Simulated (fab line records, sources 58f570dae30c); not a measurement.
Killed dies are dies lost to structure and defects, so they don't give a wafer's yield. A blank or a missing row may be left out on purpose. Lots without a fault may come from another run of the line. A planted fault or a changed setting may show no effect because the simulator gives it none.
Which tool did it? | flow berkeley_cmos170 | 14 lots, 42 wafers sampled, at 5 steps of a route of 331

WHAT THE GAUGES READ, wafer by wafer
UCB170_NWELL_THK_MEAS_05.
lot  | measured    | on            | NWELL_NITRIDE_THK (nm)
L241 | day 2 13:35 | film_metro-04 | 218.8 220.4 220.8
L242 | day 2 13:37 | film_metro-01 | 223.5 225.9 224.9
L243 | day 3 00:11 | film_metro-03 | 225.5 226.4 225.7
L245 | day 3 13:13 | film_metro-04 | 228.9 226.2 227.9
L250 | day 4 08:48 | film_metro-04 | 342.2 340.0 340.6 342.5 339.7 340.6
L251 | day 4 17:41 | film_metro-03 | 225.0 224.2 221.4
L253 | day 5 03:22 | film_metro-03 | 342.5 343.6 343.6 342.5 343.5 343.2
L254 | day 5 11:10 | film_metro-03 | 224.8 224.8 223.5
L257 | day 6 00:02 | film_metro-04 | 224.9 226.2 225.7
L258 | day 6 00:05 | film_metro-03 | 226.3 226.8 225.9
L259 | day 6 09:59 | film_metro-04 | 225.5 224.9 225.0
L260 | day 6 09:58 | film_metro-03 | 226.0 225.7 225.4
L262 | day 6 23:56 | film_metro-03 | 226.8 224.5 226.7
L263 | day 6 23:57 | film_metro-04 | 229.4 228.3 229.9

UCB170_NWELL_OVL_MEAS_12.
lot  | measured    | on         | NWELL_OVL (nm)
L241 | day 2 14:48 | overlay-02 | -4 -7 -7
L242 | day 2 15:05 | overlay-01 | 9 14 4
L243 | day 3 01:46 | overlay-01 | 1 -1 -1
L245 | day 3 14:24 | overlay-02 | 2 -1 -5
L251 | day 4 18:49 | overlay-02 | 4 2 -2
L254 | day 5 12:06 | overlay-02 | -10 10 2
L257 | day 6 01:16 | overlay-02 | 5 4 -9
L258 | day 6 01:33 | overlay-02 | -6 6 0
L259 | day 6 11:26 | overlay-01 | 0 2 -4
L260 | day 6 11:07 | overlay-02 | -6 -12 -8
L262 | day 7 01:05 | overlay-02 | -1 1 9
L263 | day 7 01:28 | overlay-02 | 14 0 2

UCB170_PWELL_THK_MEAS_06.
lot  | measured    | on            | PWELL_NITRIDE_THK (nm)
L241 | day 3 14:40 | film_metro-01 | 220.2 219.9 219.2
L242 | day 3 14:41 | film_metro-02 | 219.1 221.0 219.3
L243 | day 3 22:41 | film_metro-01 | 219.7 219.6 220.6
L245 | day 4 04:56 | film_metro-02 | 220.6 219.3 220.6
L251 | day 5 18:00 | film_metro-02 | 221.2 219.8 219.1
L254 | day 6 08:02 | film_metro-02 | 221.9 220.9 222.8
L257 | day 6 14:40 | film_metro-03 | 219.3 219.5 219.7
L258 | day 6 14:40 | film_metro-02 | 218.8 220.0 220.2
L259 | day 7 12:04 | film_metro-01 | 218.8 219.6 220.4
L260 | day 7 12:02 | film_metro-02 | 220.8 222.2 222.2
L262 | day 7 16:58 | film_metro-02 | 218.7 218.9 220.4
L263 | day 7 16:59 | film_metro-03 | 220.7 222.3 223.4

UCB170_SACOX_THK_MEAS_02.
lot  | measured     | on            | SACOX_OXIDE_THK (nm)
L241 | day 6 07:18  | film_metro-04 | 14.11 13.92 13.86
L242 | day 6 07:19  | film_metro-03 | 14.17 14.25 14.28
L243 | day 6 07:19  | film_metro-02 | 13.86 14.18 14.19
L245 | day 6 18:39  | film_metro-04 | 14.37 14.34 14.16
L251 | day 8 01:38  | film_metro-04 | 14.13 14.33 14.20
L254 | day 8 14:59  | film_metro-02 | 14.61 14.83 15.02
L257 | day 9 02:46  | film_metro-03 | 14.11 14.14 13.82
L258 | day 9 02:46  | film_metro-04 | 14.35 14.04 13.79
L259 | day 10 00:52 | film_metro-03 | 14.44 14.21 14.69
L260 | day 10 00:36 | film_metro-03 | 14.69 14.72 14.48
L262 | day 10 00:47 | film_metro-03 | 14.23 14.36 14.39
L263 | day 10 00:44 | film_metro-03 | 14.65 14.46 14.51

WHICH TOOL RAN EACH LOT (tool, then ch and the chambers of the sampled wafers, then the start)
lot  | UCB170_NWELL_CVD_04
L241 | lpcvd-02 ch 0, day 2 11:40
L242 | lpcvd-02 ch 1, day 2 11:40
L243 | lpcvd-01 ch 0, day 2 22:13
L245 | lpcvd-01 ch 0, day 3 11:17
L250 | lpcvd-02 ch 1, day 4 06:52
L251 | lpcvd-01 ch 1, day 4 15:44
L253 | lpcvd-02 ch 1, day 5 01:26
L254 | lpcvd-02 ch 0, day 5 09:13
L257 | lpcvd-01 ch 1, day 5 21:07
L258 | lpcvd-01 ch 1, day 5 21:07
L259 | lpcvd-01 ch 0, day 6 08:01
L260 | lpcvd-01 ch 0, day 6 08:01
L262 | lpcvd-01 ch 0, day 6 22:00
L263 | lpcvd-01 ch 1, day 6 22:00
- UCB170_NWELL_CVD_04: deposits Si3N4 from SiH2Cl2/NH3, target thk 224 nm, time 3360 s.

WHAT THE TOOLS THEMSELVES READ (means of the sampled wafers that have a number; where no wafer has one, the mark that the record gives instead)
UCB170_NWELL_CVD_04.
lot  | tool     | spike_tc_source_C (C) | susceptor_temp_C (C)
L241 | lpcvd-02 | 823.8                 | 800.1
L242 | lpcvd-02 | 821.3                 | 799.8
L243 | lpcvd-01 | 822.1                 | 799.8
L245 | lpcvd-01 | 821.2                 | 799.7
L250 | lpcvd-02 | 821.6                 | 799.5
L251 | lpcvd-01 | 821.2                 | 800.1
L253 | lpcvd-02 | 821.3                 | 799.6
L254 | lpcvd-02 | 823.6                 | 800.1
L257 | lpcvd-01 | 821.7                 | 800.0
L258 | lpcvd-01 | 822.2                 | 800.0
L259 | lpcvd-01 | 820.8                 | 800.0
L260 | lpcvd-01 | 821.9                 | 800.1
L262 | lpcvd-01 | 821.5                 | 800.5
L263 | lpcvd-01 | 821.8                 | 800.0

THE ANSWER, worked out from the rows above alone
Rule: what is usual is taken from the lots themselves. Put in order of their means at a reading, lots are off if they are a third of the lots or fewer, leave a main group of 4 or more, and stand apart from it by a gap of 3 or more times the standard deviation of the main group's means; of several such gaps the widest counts. A main group whose means are all the same, to the digits that the tables above print for the reading, isn't used. A lot without any number at a reading at which 4 lots or more have one is off too. The other lots that the step has rows for count as sound. The gauges are gone through in route order, then the tools' own readings, and for those a lot's mean is taken as printed above. The first step at which some lot is off is used, and at that step the reading that is off furthest; a lot without a number counts as furthest.
Off: L250, L253, at UCB170_NWELL_THK_MEAS_05 (NWELL_NITRIDE_THK). The main group: mean 225.3 nm, standard deviation 2.1.
A tool fits if, at a process step before that reading, it ran every lot that is off, and no sound lot after the first of them. The gauges at UCB170_NWELL_THK_MEAS_05 are tried like those tools. None of those tried fits.

WHAT THE SIMULATOR HAD PUT IN
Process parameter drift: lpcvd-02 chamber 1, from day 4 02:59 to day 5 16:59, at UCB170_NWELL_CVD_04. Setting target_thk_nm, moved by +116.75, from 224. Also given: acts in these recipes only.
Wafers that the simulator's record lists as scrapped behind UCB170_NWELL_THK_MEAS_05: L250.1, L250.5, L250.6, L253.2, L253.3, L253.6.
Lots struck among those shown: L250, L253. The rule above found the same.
